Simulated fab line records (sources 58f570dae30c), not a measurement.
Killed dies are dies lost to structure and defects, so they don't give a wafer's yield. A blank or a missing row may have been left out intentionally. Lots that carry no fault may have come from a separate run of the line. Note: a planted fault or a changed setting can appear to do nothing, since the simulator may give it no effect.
One fault through the eyes of 2 desks | flow berkeleyCmos170 | every desk sees just its own numbers, and what lay behind them comes last

== THE METROLOGY DESK ==
What the gauges read for every lot (on any tool): the sampled wafers with a number, averaged. Marked OUT: a lot whose mean sits more than 4 standard deviations from the usual mean, which makes it out of limits; the brackets give that distance.
Columns: A = GATE_POLY_THK at UCB170_GATE_THK_MEAS_05, usual 214.4 nm; B = cdNm at UCB170_GATE_CD_MEAS_12, usual 350.3 nm; C = GATE_OVL at UCB170_GATE_OVL_MEAS_13, usual 0 nm
lot  | first seen here | A     | B     | C
L436 | day 6 15:10     | 217.4 | 351.1 | -7
L437 | day 6 15:13     | 217.4 | 351.9 | 3
L442 | day 8 11:11     | 214.5 | 348.5 | -2
L444 | day 8 11:12     | 211.0 | 353.2 | -3
L447 | day 9 05:31     | 213.7 | 351.5 | 1
L454 | day 10 16:33    | 216.1 | 348.2 | -2
This desk's finding: nothing out of limits on any of the 6 lots.

== FOR THE TOOL OWNER'S DESK: rieSi-01 ==
The tool's own readings at UCB170_GATE_ETCH_15 (etches poly-Si in HBr/Cl2, stops on SiO2, time 56.3 s, target depth 278.2 nm): means of the sampled wafers that have a number, for each lot that ran on this tool. Marked OUT: a lot whose mean sits more than 4 standard deviations from the usual mean, which makes it out of limits; the brackets give that distance.
Columns: A = HBr_flow_sccm at UCB170_GATE_ETCH_15, usual 149.9 sccm; B = drypumpMotorCurrentA at UCB170_GATE_ETCH_15, usual 5.8 A; C = oesProductAu at UCB170_GATE_ETCH_15, usual 0.831 a.u.; D = rfFwdPowerW at UCB170_GATE_ETCH_15, usual 297.2 W; E = throttleValvePct at UCB170_GATE_ETCH_15, usual 26.30 %
lot  | first seen here | A     | B   | C               | D     | E
L436 | day 6 16:42     | 150.0 | 5.9 | 0.827           | 296.8 | 26.37
L437 | day 6 17:32     | 149.9 | 5.9 | 0.826           | 297.5 | 26.37
L442 | day 8 13:08     | 149.7 | 6.0 | 0.948 (+11) OUT | 297.7 | 26.31
L447 | day 9 06:44     | 150.4 | 5.9 | 0.954 (+11) OUT | 297.6 | 26.22
This desk's verdict: out of limits on L442, L447, starting with L442 at day 8 13:08 (oesProductAu at UCB170_GATE_ETCH_15). In limits: L436, L437.

== BROUGHT TOGETHER ==
The tool owner's desk had the chance to raise an alarm at day 8 13:08 on L442, L447.
From the metrology desk's view, nothing was out of limits.
The metrology desk has L442, L447 on record, within its limits.
All the named lots went through UCB170_GATE_ETCH_15 on rieSi-01.

== WHAT THE SIMULATOR HAD PUT IN ==
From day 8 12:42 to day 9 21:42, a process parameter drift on rieSi-01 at UCB170_GATE_ETCH_15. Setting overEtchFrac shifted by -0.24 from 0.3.
Struck lots among those shown: L442, L447.
Each desk's first reading out of limits, in hours after the fault started: the tool owner's desk, 0.
